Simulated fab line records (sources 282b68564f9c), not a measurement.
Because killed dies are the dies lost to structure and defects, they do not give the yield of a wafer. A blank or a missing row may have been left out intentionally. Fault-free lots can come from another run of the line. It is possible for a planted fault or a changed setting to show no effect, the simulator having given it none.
A single fault, viewed from 2 desks | flow rit_cmos | every desk sees just its own numbers, and what lay behind them comes last

TOOL OWNER'S DESK, implanter-04
The tool's own readings at RIT_NSD_IMPLANT_08: means of the sampled wafers that have a number, for each lot that ran on this tool. The brackets show how far a lot's mean lies from the usual mean; more than 4 standard deviations puts the lot out of limits, marked OUT.
Columns: A = dose_ions_cm2 at RIT_NSD_IMPLANT_08, usual 9.999e+14; B = end_station_pressure_torr at RIT_NSD_IMPLANT_08, usual 7.5e-06 Torr; C = faraday_current_uA at RIT_NSD_IMPLANT_08, usual 3136; D = tilt_deg at RIT_NSD_IMPLANT_08, usual 6.994 degrees
lot  | first seen here | A                           | B       | C              | D
L674 | day 3 07:23     | 1.000e+15                   | 7.5e-06 | 3088           | 7.005
L678 | day 4 02:25     | 1.000e+15                   | 7.6e-06 | 3182           | 7.018
L682 | day 4 21:15     | 5.626e+14 (-99 or more) OUT | 6.1e-06 | 1792 (-21) OUT | 6.989
L683 | day 5 05:20     | 5.628e+14 (-99 or more) OUT | 6.2e-06 | 1744 (-22) OUT | 6.993
This desk finds L682, L683 out of limits, L682 being first, at day 4 21:15 (dose_ions_cm2 at RIT_NSD_IMPLANT_08). Within limits: L674, L678.

AT THE METROLOGY DESK
Means of the sampled wafers that have a number, per lot and without regard to the tool the lot ran on: this is what the gauges read. The brackets show how far a lot's mean lies from the usual mean; more than 4 standard deviations puts the lot out of limits, marked OUT.
Columns: A = NSD_TW at RIT_NSD_TW_MEAS_10, usual 3129; B = NSD_RS at RIT_SDANNEAL_RS_MEAS_05, usual 84.7 ohm/sq
lot  | first seen here | A              | B
L673 | day 3 04:38     | 3177           | 84.7
L674 | day 3 07:42     | 3175           | 84.6
L675 | day 3 11:40     | 3170           | 84.6
L676 | day 3 18:10     | 3104           | 84.3
L678 | day 4 02:44     | 3099           | 84.9
L682 | day 4 21:34     | 2718 (-13) OUT | 133.7 (+99 or more) OUT
L683 | day 5 05:40     | 2745 (-12) OUT | 135.4 (+99 or more) OUT
L684 | day 5 09:28     | 3143           | 84.6
L685 | day 5 12:56     | 3090           | 84.6
L686 | day 5 17:48     | 3157           | 85.0
L687 | day 5 22:41     | 3143           | 84.6
L689 | day 6 09:08     | 3096           | 84.9
L690 | day 6 13:15     | 3099           | 84.9
L691 | day 6 17:41     | 3099           | 84.5
Finding of this desk: L682, L683 out of limits, first seen on L682 at day 4 21:34 (NSD_TW at RIT_NSD_TW_MEAS_10). Within limits: L673, L674, L675, L676, L678, L684, L685, L686, L687, L689, L690, L691.

ALL TOGETHER
The tool owner's desk had the chance to raise an alarm at day 4 21:15 on L682, L683.
On L682, L683, the metrology desk was in a position to raise an alarm at day 4 21:34.
All the named lots went through RIT_NSD_IMPLANT_08 on implanter-04.

WHAT THE SIMULATOR PUT IN
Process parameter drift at RIT_NSD_IMPLANT_08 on implanter-04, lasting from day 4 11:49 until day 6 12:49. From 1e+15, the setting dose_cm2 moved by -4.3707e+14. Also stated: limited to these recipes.
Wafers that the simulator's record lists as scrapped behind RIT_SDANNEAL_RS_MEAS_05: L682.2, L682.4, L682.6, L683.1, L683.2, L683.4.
Shown lots that were struck: L682, L683.
Fault start to first reading out of limits, in hours, per desk: tool owner, 9; metrology, 10.
